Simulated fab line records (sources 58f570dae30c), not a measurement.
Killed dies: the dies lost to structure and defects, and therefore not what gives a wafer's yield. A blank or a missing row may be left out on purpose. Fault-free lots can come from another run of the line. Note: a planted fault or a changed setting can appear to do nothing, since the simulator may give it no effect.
Which of the tools did it? :: flow berkeleyCmos170 :: Sampling: 6 lots, 18 wafers, 3 of 331 route steps

## WHAT THE GAUGES READ, wafer by wafer
UCB170_V1_THK_MEAS_01.
lot: L476
measured: day 7 05:34
on: filmMetro-04
V1_TEOS_THK (nm): 2064 2074 2073

lot: L478
measured: day 7 21:48
on: filmMetro-01
V1_TEOS_THK (nm): 2062 2120 2098

lot: L480
measured: day 8 08:15
on: filmMetro-02
V1_TEOS_THK (nm): 2099 2143 2147

lot: L484
measured: day 9 00:31
on: filmMetro-04
V1_TEOS_THK (nm): 2076 2066 2091

lot: L493
measured: day 11 03:02
on: filmMetro-01
V1_TEOS_THK (nm): 2088 2097 2122

lot: L497
measured: day 11 14:13
on: filmMetro-01
V1_TEOS_THK (nm): 2068 2088 2075

## TOOL THAT RAN EACH LOT (tool first, then ch and the chambers of the sampled wafers, then the start)
lot: L476
UCB170_NWELL_STRIP_15: plasmaAsher-04 ch 0,1, day 2 12:37
UCB170_V1_CVD_00: pecvd-02 ch 0,1, day 7 05:25

lot: L478
UCB170_NWELL_STRIP_15: plasmaAsher-04 ch 0,1, day 2 19:37
UCB170_V1_CVD_00: pecvd-02 ch 1,2, day 7 21:38

lot: L480
UCB170_NWELL_STRIP_15: plasmaAsher-04 ch 0,1, day 3 12:56
UCB170_V1_CVD_00: pecvd-03 ch 1,2, day 8 08:05

lot: L484
UCB170_NWELL_STRIP_15: plasmaAsher-02 ch 0,1, day 4 02:37
UCB170_V1_CVD_00: pecvd-03 ch 0,1, day 9 00:22

lot: L493
UCB170_NWELL_STRIP_15: plasmaAsher-02 ch 0,1, day 6 05:01
UCB170_V1_CVD_00: pecvd-03 ch 0,1, day 11 02:52

lot: L497
UCB170_NWELL_STRIP_15: plasmaAsher-02 ch 0,1, day 6 17:05
UCB170_V1_CVD_00: pecvd-01 ch 0,1, day 11 14:02
- UCB170_NWELL_STRIP_15: strips in O2.
- UCB170_V1_CVD_00: deposits SiO2 from TEOS/O2, target thk 2000 nm, time 260.8 s.

## THE ANSWER, worked out from the rows above alone
Rule: usual is defined by the lots themselves. The widest of any qualifying gaps counts: lots, ordered by their means at a reading, are off when they make up no more than a third of the lots, leave a main group of 4 or more, and stand apart from it by 3 or more times the standard deviation of that group's means. Not used: any main group whose means are identical at the precision the tables above print for the reading. A lot without any number at a reading at which 4 lots or more have one is off too. The other lots that the step has rows for count as sound.
Across all readings shown, no lot is off: no conclusion can be drawn from this.

## WHAT THE SIMULATOR HAD PUT IN
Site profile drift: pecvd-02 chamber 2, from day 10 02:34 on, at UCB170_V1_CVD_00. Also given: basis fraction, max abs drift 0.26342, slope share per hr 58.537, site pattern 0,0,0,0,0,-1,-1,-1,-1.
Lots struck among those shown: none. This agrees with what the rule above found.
